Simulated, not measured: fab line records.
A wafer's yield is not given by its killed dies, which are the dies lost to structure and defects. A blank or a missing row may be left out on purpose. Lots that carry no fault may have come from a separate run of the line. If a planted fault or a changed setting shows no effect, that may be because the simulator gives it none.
2 desks, one fault || flow rit_cmos || each desk holds nothing but its own numbers, with what lay behind them at the end

FOR THE TOOL OWNER'S DESK: rie_diel-03
The tool's own readings at RIT_ACTIVE_ETCH_13 (etches Si3N4 in SF6, stops on SiO2, time 210 s, target depth 210 nm): means of the sampled wafers that have a number, for each lot that ran on this tool. A lot is out of limits, marked OUT, if its mean lies more than 4 standard deviations from the usual mean; the brackets give that distance.
Columns: A = SF6_flow_sccm at RIT_ACTIVE_ETCH_13, usual 200.1 sccm; B = drypump_motor_current_A at RIT_ACTIVE_ETCH_13, usual 5.5 A; C = oes_product_au at RIT_ACTIVE_ETCH_13, usual 0.823 a.u.; D = rf_fwd_power_W at RIT_ACTIVE_ETCH_13, usual 124.5 W; E = throttle_valve_pct at RIT_ACTIVE_ETCH_13, usual 7.50 %
{"lot": "L635", "first seen here": "day 2 00:47", "A": 199.5, "B": 5.5, "C": 0.833, "D": 124.3, "E": 7.56}
{"lot": "L639", "first seen here": "day 2 23:31", "A": 200.2, "B": 5.5, "C": 0.834, "D": 124.5, "E": 7.46}
{"lot": "L648", "first seen here": "day 4 18:17", "A": 200.4, "B": 5.5, "C": 0.836, "D": "131.0 (+19) OUT", "E": 7.56}
Finding of this desk: L648 out of limits; the first was L648 at day 4 18:17, on rf_fwd_power_W at RIT_ACTIVE_ETCH_13. Within limits: L635, L639.

AT THE METROLOGY DESK
What the gauges read for every lot (on any tool): the sampled wafers with a number, averaged. A lot is out of limits, marked OUT, if its mean lies more than 4 standard deviations from the usual mean; the brackets give that distance.
Columns: A = INCOMING_BOW at RIT_ACTIVE_BOW_MEAS_00, usual 0 um; B = NRETRO_OVL at RIT_NRETRO_OVL_MEAS_06, usual 0.1 nm
{"lot": "L633", "first seen here": "day 1 10:02", "A": -2, "B": 1.3}
{"lot": "L634", "first seen here": "day 1 15:00", "A": -1, "B": 0.4}
{"lot": "L635", "first seen here": "day 1 20:04", "A": 4, "B": 2.7}
{"lot": "L637", "first seen here": "day 2 06:00", "A": -1, "B": -1.2}
{"lot": "L638", "first seen here": "day 2 11:01", "A": 2, "B": -0.0}
{"lot": "L639", "first seen here": "day 2 16:00", "A": 1, "B": 1.6}
{"lot": "L640", "first seen here": "day 2 21:01", "A": 1, "B": -1.9}
{"lot": "L642", "first seen here": "day 3 07:00", "A": 0, "B": -0.7}
{"lot": "L648", "first seen here": "day 4 13:04", "A": 1, "B": -0.7}
{"lot": "L651", "first seen here": "day 5 04:01", "A": 7, "B": 0.7}
{"lot": "L653", "first seen here": "day 5 14:00", "A": 1, "B": 2.4}
{"lot": "L654", "first seen here": "day 5 19:00", "A": 5, "B": -1.2}
{"lot": "L655", "first seen here": "day 6 00:01", "A": -1, "B": 0.4}
Result from this desk: across the 13 lots, nothing is out of limits.

PUT TOGETHER
The tool owner's desk could have raised an alarm at day 4 18:17, on L648.
From the metrology desk's view, nothing was out of limits.
The metrology desk has L648 on record, within its limits.
The lots listed all ran RIT_ACTIVE_ETCH_13 on rie_diel-03.

WHAT HAD BEEN PUT IN BY THE SIMULATOR
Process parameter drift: rie_diel-03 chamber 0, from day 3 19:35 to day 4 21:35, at RIT_ACTIVE_ETCH_13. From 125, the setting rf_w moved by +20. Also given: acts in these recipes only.
Lots struck among those shown: L648.
How many hours passed from the start of the fault until each desk's first out-of-limits reading: the tool owner's desk, 23.
